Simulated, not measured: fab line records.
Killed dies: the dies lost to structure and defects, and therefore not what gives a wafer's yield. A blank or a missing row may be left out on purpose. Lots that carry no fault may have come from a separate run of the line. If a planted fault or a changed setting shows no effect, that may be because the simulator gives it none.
Which of the tools did it? -- flow ritCmos -- 13 lots with 39 wafers sampled at 4 steps, on a route of 202 steps

WHAT EACH GAUGE READ, for each wafer
RIT_WELLDRIVE_RS_MEAS_02: measurement is done with a four-point probe.
lot,measured,on,PWELL_RS (ohm/sq)
L309,day 2 05:22,filmMetro-04,427.9 429.1 427.7
L310,day 2 08:50,filmMetro-03,427.8 428.5 427.2
L312,day 2 19:23,filmMetro-04,428.8 427.6 428.4
L313,day 3 00:44,filmMetro-04,429.3 429.2 429.7
L316,day 3 17:10,filmMetro-03,428.9 429.4 427.8
L317,day 3 21:41,filmMetro-04,428.5 428.6 428.7
L318,day 4 01:35,filmMetro-01,428.5 429.4 429.4
L319,day 4 08:00,filmMetro-04,428.4 429.1 426.6
L320,day 4 13:02,filmMetro-03,428.9 428.9 429.2
L321,day 4 20:18,filmMetro-03,426.5 427.3 428.3
L325,day 5 18:49,filmMetro-03,428.6 430.5 427.8
L330,day 6 17:20,filmMetro-03,427.5 428.1 428.0
L332,day 7 00:36,filmMetro-04,428.3 428.4 426.4

RIT_CONTACT_THK_MEAS_01.
lot,measured,on,CONTACT_TEOS_THK (nm)
L309,day 3 03:08,filmMetro-03,398 405 401
L310,day 3 06:30,filmMetro-01,395 392 399
L312,day 3 17:02,filmMetro-04,404 402 401
L313,day 3 22:39,filmMetro-03,402 404 402
L316,day 4 16:08,filmMetro-01,395 394 401
L317,day 4 19:51,filmMetro-01,402 404 399
L318,day 5 01:42,filmMetro-01,397 400 401
L319,day 5 06:35,filmMetro-01,399 400 401
L320,day 5 13:41,filmMetro-01,406 397 408
L321,day 5 23:31,filmMetro-03,391 406 398
L325,day 6 21:53,filmMetro-01,395 389 399
L330,day 7 17:56,filmMetro-01,396 402 411
L332,day 7 23:04,filmMetro-01,390 402 398

RIT_CONTACT_CD_MEAS_08: the cd target is 1000 nm.
lot,measured,on,cdNm (nm)
L309,day 3 04:26,cdSem-01,999.6 1000.7 999.8
L310,day 3 07:40,cdSem-01,1000.4 1002.4 1001.0
L312,day 3 18:15,cdSem-02,998.3 996.1 997.9
L313,day 3 23:49,cdSem-01,999.5 1001.3 999.9
L316,day 4 17:17,cdSem-02,1003.1 1000.5 1000.7
L317,day 4 21:02,cdSem-02,1002.2 1004.2 1001.6
L318,day 5 02:44,cdSem-02,1003.4 1005.3 1003.8
L319,day 5 07:38,cdSem-02,1003.9 1002.9 1003.9
L320,day 5 14:50,cdSem-01,997.9 999.2 996.4
L321,day 6 00:41,cdSem-02,1000.7 1001.0 1001.0
L325,day 6 22:55,cdSem-01,1000.6 1000.0 1000.4
L330,day 7 18:58,cdSem-02,1000.3 999.4 999.8
L332,day 8 00:14,cdSem-02,1007.9 1017.6 1056.6

WHICH TOOL RAN EACH LOT (tool, then ch and the chambers of the sampled wafers, then the start)
lot,RIT_CONTACT_EXPOSE_05
L309,"ilineStepper-01 ch 0, day 3 03:43"
L310,"ilineStepper-02 ch 0, day 3 07:08"
L312,"ilineStepper-01 ch 0, day 3 17:32"
L313,"ilineStepper-02 ch 0, day 3 23:17"
L316,"ilineStepper-02 ch 0, day 4 16:46"
L317,"ilineStepper-01 ch 0, day 4 20:31"
L318,"ilineStepper-01 ch 0, day 5 02:13"
L319,"ilineStepper-01 ch 0, day 5 07:07"
L320,"ilineStepper-02 ch 0, day 5 14:19"
L321,"ilineStepper-01 ch 0, day 6 00:10"
L325,"ilineStepper-01 ch 0, day 6 22:23"
L330,"ilineStepper-02 ch 0, day 7 18:27"
L332,"ilineStepper-01 ch 0, day 7 23:36"
- RIT_CONTACT_EXPOSE_05: exposes mask M11, target cd 1000 nm.

WHAT THE TOOLS THEMSELVES READ (means of the sampled wafers that have a number; where no wafer has one, the mark that the record gives instead)
RIT_CONTACT_EXPOSE_05.
lot,tool,exposureDoseMJCm2,reticleTempC (C)
L309,ilineStepper-01,249.75,22.90
L310,ilineStepper-02,250.04,23.16
L312,ilineStepper-01,250.00,23.00
L313,ilineStepper-02,249.75,22.98
L316,ilineStepper-02,249.83,23.14
L317,ilineStepper-01,250.32,23.12
L318,ilineStepper-01,250.40,22.97
L319,ilineStepper-01,250.06,23.05
L320,ilineStepper-02,250.04,23.03
L321,ilineStepper-01,250.22,22.87
L325,ilineStepper-01,250.02,22.93
L330,ilineStepper-02,249.96,22.87
L332,ilineStepper-01,244.58,23.03

THE ANSWER, worked out from the rows above alone
Rule: usual is defined by the lots themselves. Put in order of their means at a reading, lots are off if they are a third of the lots or fewer, leave a main group of 4 or more, and stand apart from it by a gap of 3 or more times the standard deviation of the main group's means; of several such gaps the widest counts. A main group is skipped when, at the precision printed for the reading in the tables above, its means are all equal. Also off: a lot with no number at a reading for which 4 or more lots have one. All remaining lots with rows at the step are treated as sound. After the gauges, taken in route order, come the tools' own readings; for these a lot's mean is taken, as printed above. The first step at which some lot is off is used, and at that step the reading that is off furthest; a lot without a number counts as furthest.
Off: L332 (RIT_CONTACT_CD_MEAS_08, cdNm). The main group: mean 1000.8 nm, standard deviation 1.9.
If a tool, at a process step before that reading, ran all the lots that are off and no sound lot after the first of them, it fits. Not tried: the gauges at RIT_CONTACT_CD_MEAS_08; whatever is off there is also off at RIT_CONTACT_EXPOSE_05, on other tools, and gauge error can't account for it. One candidate fits, namely ilineStepper-01 at RIT_CONTACT_EXPOSE_05. Its last sound lot is L325 (day 6 22:23), its first lot that is off L332 (day 7 23:36): a fault that began between those two fits.
The tool's own readings at RIT_CONTACT_EXPOSE_05 bear it out: on the lots that are off they differ by more than 5 times the standard deviation of the sound lots' means. exposureDoseMJCm2 reads 244.58 there against 250.03 on the sound lots.

WHAT HAD BEEN PUT IN BY THE SIMULATOR
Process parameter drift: ilineStepper-01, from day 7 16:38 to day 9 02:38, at RIT_CONTACT_EXPOSE_05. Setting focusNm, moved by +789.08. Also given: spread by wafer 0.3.
Lots struck among those shown: L332. The rule above reached the same finding.
